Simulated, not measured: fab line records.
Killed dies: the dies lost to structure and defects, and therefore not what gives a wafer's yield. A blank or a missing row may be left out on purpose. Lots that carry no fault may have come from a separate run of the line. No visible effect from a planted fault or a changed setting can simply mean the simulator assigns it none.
A single fault, viewed from 2 desks | flow berkeleyCmos170 | each desk holds nothing but its own numbers, with what lay behind them at the end

== AT THE METROLOGY DESK ==
Lot by lot, what the gauges showed, no matter which tool ran the lot: averages of those sampled wafers that carry a number. Marked OUT: a lot whose mean sits more than 4 standard deviations from the usual mean, which makes it out of limits; the brackets give that distance.
Columns: A = PFIELD_TW at UCB170_PFIELD_TW_MEAS_09, usual 602; B = cdNm at UCB170_GATE_CD_MEAS_90, usual 349.8 nm; C = PSD_TW at UCB170_PSD_TW_MEAS_10, usual 2333; D = NSD_TW at UCB170_NSD_TW_MEAS_10, usual 4192; E = NSD_RS at UCB170_SDANNEAL_RS_MEAS_03, usual 37.32 ohm/sq
lot  | first seen here | A   | B     | C    | D               | E
L336 | day 4 13:57     | 602 | 349.3 | 2323 | 4129            | 37.22
L337 | day 4 14:06     | 600 | 348.6 | 2358 | 4247            | 37.29
L339 | day 4 16:19     | 601 | 349.9 | 2306 | 4169            | 37.27
L340 | day 4 19:38     | 610 | 348.8 | 2321 | 4236            | 37.23
L342 | day 5 07:13     | 603 | 351.5 | 2321 | 4179            | 37.35
L341 | day 5 07:20     | 603 | 349.9 | 2311 | 4238            | 37.24
L343 | day 5 14:41     | 601 | 349.2 | 2321 | 4253            | 37.42
L345 | day 5 21:58     | 600 | 349.7 | 2363 | 4195            | 37.21
L346 | day 5 22:20     | 598 | 349.5 | 2326 | 4232            | 37.45
L348 | day 6 10:12     | 598 | 350.3 | 2329 | 4233            | 37.23
L349 | day 6 15:44     | 609 | 350.8 | 2318 | 4169            | 37.32
L350 | day 6 20:20     | 611 | 351.1 | 2316 | 4603 (+11) OUT  | 34.24 (-32) OUT
L351 | day 7 05:36     | 608 | 349.6 | 2311 | 4535 (+8.8) OUT | 34.18 (-33) OUT
L352 | day 7 22:28     | 600 | 350.2 | 2358 | 4565 (+9.6) OUT | 34.34 (-31) OUT
L358 | day 9 01:14     | 609 | 348.2 | 2315 | 4161            | 37.31
This desk finds L350, L351, L352 out of limits, with the earliest case on L350 at day 9 03:38 (NSD_TW at UCB170_NSD_TW_MEAS_10). L336, L337, L339, L340, L342, L341, L343, L345, L346, L348, L349, L358: within limits.

== DESK OF THE TOOL OWNER: implanter-02 ==
UCB170_NSD_IMPLANT_08, tool's own readings: per-lot mean of the sampled wafers with a number, covering each lot this tool ran. Marked OUT: a lot whose mean sits more than 4 standard deviations from the usual mean, which makes it out of limits; the brackets give that distance.
Columns: A = beamEnergyKeV at UCB170_NSD_IMPLANT_08, usual 40.000
lot  | first seen here | A
L337 | day 6 15:10     | 40.009
L339 | day 6 15:53     | 39.980
L346 | day 8 05:14     | 40.002
L348 | day 8 14:10     | 39.988
L350 | day 9 03:23     | 53.998 (+99 or more) OUT
L351 | day 9 12:59     | 54.024 (+99 or more) OUT
L352 | day 10 03:49    | 54.011 (+99 or more) OUT
This desk finds L350, L351, L352 out of limits, L350 being first, at day 9 03:23 (beamEnergyKeV at UCB170_NSD_IMPLANT_08). L337, L339, L346, L348: within limits.

== BROUGHT TOGETHER ==
On L350, L351, L352, at day 9 03:23, an alarm was possible from the tool owner's desk.
The metrology desk could have raised an alarm at day 9 03:38, on L350, L351, L352.
UCB170_NSD_IMPLANT_08 was run on implanter-02 by each of the lots named.

== WHAT THE SIMULATOR HAD PUT IN ==
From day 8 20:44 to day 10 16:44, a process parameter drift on implanter-02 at UCB170_NSD_IMPLANT_08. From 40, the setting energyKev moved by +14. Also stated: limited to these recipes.
Struck lots among those shown: L350, L351, L352.
Counting hours from when the fault started, the first reading out of limits came at 7 for the tool owner's desk and at 7 for the metrology desk.
